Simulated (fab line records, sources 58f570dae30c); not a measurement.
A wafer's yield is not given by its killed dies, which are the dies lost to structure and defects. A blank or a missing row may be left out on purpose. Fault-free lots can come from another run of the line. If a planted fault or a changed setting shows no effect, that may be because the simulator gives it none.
Chamber matching || flow berkeleyCmos170 || 4 sister chambers for UCB170_ZERO_ETCH_06 on rieDiel-01
The step etches SiO2 in CHF3/CF4/Ar, time 12 s. 6 wafers are shown with their chamber, then 7 later ones without.

== WAFERS PAIRED WITH THEIR CHAMBERS ==
{"wafer": "L187.4", "chamber": 0, "throttleValvePct (%)": 8.95, "oesProductAu (a.u.)": 0.611}
{"wafer": "L194.2", "chamber": 3, "throttleValvePct (%)": 9.04, "oesProductAu (a.u.)": 0.619}
{"wafer": "L199.1", "chamber": 1, "throttleValvePct (%)": 9.35, "oesProductAu (a.u.)": 0.636}
{"wafer": "L199.5", "chamber": 2, "throttleValvePct (%)": 9.13, "oesProductAu (a.u.)": 0.628}
{"wafer": "L200.1", "chamber": 2, "throttleValvePct (%)": 9.11, "oesProductAu (a.u.)": 0.619}
{"wafer": "L200.2", "chamber": 3, "throttleValvePct (%)": 9.04, "oesProductAu (a.u.)": 0.626}

== WAFERS WITH NO CHAMBER GIVEN ==
{"wafer": "L200.5", "throttleValvePct (%)": 9.33, "oesProductAu (a.u.)": 0.627}
{"wafer": "L201.3", "throttleValvePct (%)": 8.95, "oesProductAu (a.u.)": 0.626}
{"wafer": "L201.4", "throttleValvePct (%)": 9.11, "oesProductAu (a.u.)": 0.625}
{"wafer": "L201.5", "throttleValvePct (%)": 9.34, "oesProductAu (a.u.)": 0.641}
{"wafer": "L204.2", "throttleValvePct (%)": 9.05, "oesProductAu (a.u.)": 0.627}
{"wafer": "L204.4", "throttleValvePct (%)": 9.10, "oesProductAu (a.u.)": 0.615}
{"wafer": "L204.6", "throttleValvePct (%)": 9.11, "oesProductAu (a.u.)": 0.624}

== WHICH CHAMBER EACH ONE RAN IN ==
{"wafer": "L200.5", "from the rows above": 1, "in truth": 1}
{"wafer": "L201.3", "from the rows above": 0, "in truth": 0}
{"wafer": "L201.4", "from the rows above": 2, "in truth": 2}
{"wafer": "L201.5", "from the rows above": 1, "in truth": 1}
{"wafer": "L204.2", "from the rows above": 3, "in truth": 3}
{"wafer": "L204.4", "from the rows above": 2, "in truth": 2}
{"wafer": "L204.6", "from the rows above": 2, "in truth": 2}
Correct placement for 7 of the 7. Can't be placed from these rows: 0. Number placed wrongly: 0.
How it was worked out, from the rows above alone: a wafer's distance from a chamber is the root of the sum, over the readings, of the square of ((its reading less the chamber's mean) divided by the reading's scatter). The wafer belongs to the nearest chamber; if the next one is less than 2 further off, it can't be placed. The mean given for a chamber averages the wafers shown for that chamber. The scatter: take each reading less its chamber's mean, square it, sum over the shown wafers, divide by the number of wafers less the number of chambers, and take the root.
